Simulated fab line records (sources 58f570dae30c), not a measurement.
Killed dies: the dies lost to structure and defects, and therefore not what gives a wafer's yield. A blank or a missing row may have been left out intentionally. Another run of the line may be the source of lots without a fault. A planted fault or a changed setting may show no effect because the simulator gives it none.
Shared-tool check -- flow berkeley-cmos170 -- 12 lots and 42 wafers in the sample

== WHY IT WAS OPENED ==
UCB170_PLDD_TW_MEAS_11, reading PLDD_TW: flagged on 2 of 12 lots. Fault-free wafers read 1005, with a standard deviation of 10.
Rule: flag the lot when none of its wafers has a number, or when each of its wafers that has one lies beyond 4 standard deviations from that mean. All remaining lots are regarded as sound.

lot,measured,on,"PLDD_TW, wafer by wafer",flag
L610,day 7 12:07,film-metro-01,1003 1003 1002,
L617,day 9 00:47,film-metro-02,1120 1124 1129 1128 1133 1124,FLAGGED
L621,day 9 06:01,film-metro-03,1154 1147 1148 1149 1156 1151,FLAGGED
L625,day 10 09:02,film-metro-01,1002 1002 1006,
L624,day 10 09:17,film-metro-02,999 1001 1000,
L630,day 11 22:58,film-metro-03,1019 1018 1015,
L628,day 11 23:16,film-metro-02,999 994 997,
L629,day 11 23:24,film-metro-03,1014 1018 1017,
L627,day 11 23:40,film-metro-02,994 1002 998,
L631,day 12 10:59,film-metro-02,994 989 988,
L633,day 12 21:53,film-metro-01,1003 1007 1003,
L632,day 12 22:17,film-metro-02,995 990 995,
On average the flagged lots' numbers are 1139, which is +134 against the usual, or +13 standard deviations.

== WHICH TOOL RAN EACH LOT ==
The record keeps 1 process step preceding the reading, out of 331 steps on the route. Every cell lists first the tool, next ch and the chambers used by the sampled wafers, and last the start.
lot,flag,UCB170_PLDD_IMPLANT_08
L610,,"implanter-02 ch 0, day 7 11:43"
L617,FLAGGED,"implanter-02 ch 0, day 9 00:23"
L621,FLAGGED,"implanter-02 ch 0, day 9 05:37"
L625,,"implanter-03 ch 0, day 10 08:38"
L624,,"implanter-01 ch 0, day 10 08:53"
L630,,"implanter-01 ch 0, day 11 22:35"
L628,,"implanter-02 ch 0, day 11 22:53"
L629,,"implanter-03 ch 0, day 11 23:00"
L627,,"implanter-01 ch 0, day 11 23:17"
L631,,"implanter-02 ch 0, day 12 10:36"
L633,,"implanter-02 ch 0, day 12 21:30"
L632,,"implanter-03 ch 0, day 12 21:53"
What the steps here do:
- UCB170_PLDD_IMPLANT_08
- UCB170_PLDD_TW_MEAS_11

== FLAGGED AGAINST TOTAL, ONE TOOL AT A TIME (gauges that did the reading follow at the end) ==
step,tool,lots run,flagged,share of the flagged lots,sound lots run after its first flagged lot
UCB170_PLDD_IMPLANT_08,implanter-01,3,0,none,-
UCB170_PLDD_IMPLANT_08,implanter-02,6,2,all,"3 (L628,L631,L633)"
UCB170_PLDD_IMPLANT_08,implanter-03,3,0,none,-
UCB170_PLDD_TW_MEAS_11,film-metro-01,3,0,none,-
UCB170_PLDD_TW_MEAS_11,film-metro-02,6,1,some,"5 (L624,L628,L627,L631,L632)"
UCB170_PLDD_TW_MEAS_11,film-metro-03,3,1,some,"2 (L630,L629)"

== THE TABLE: WHAT IT ALLOWS ==
In the table, 1 row covers all flagged lots: implanter-02 at UCB170_PLDD_IMPLANT_08.
- implanter-02 at UCB170_PLDD_IMPLANT_08 ran 6 lots, 2 of them flagged. Lots that were sound ran on it after the first flagged one (L628, L631, L633); a persistent fault on the entire tool would not allow that. Its own readings (beam-on-s, dose-ions-cm2, faraday-current-uA) fall more than 4 standard deviations out on all wafers of the flagged lots.
No row of the table ran every flagged lot and no sound lot after the first.

== WHAT HAD BEEN PUT IN BY THE SIMULATOR ==
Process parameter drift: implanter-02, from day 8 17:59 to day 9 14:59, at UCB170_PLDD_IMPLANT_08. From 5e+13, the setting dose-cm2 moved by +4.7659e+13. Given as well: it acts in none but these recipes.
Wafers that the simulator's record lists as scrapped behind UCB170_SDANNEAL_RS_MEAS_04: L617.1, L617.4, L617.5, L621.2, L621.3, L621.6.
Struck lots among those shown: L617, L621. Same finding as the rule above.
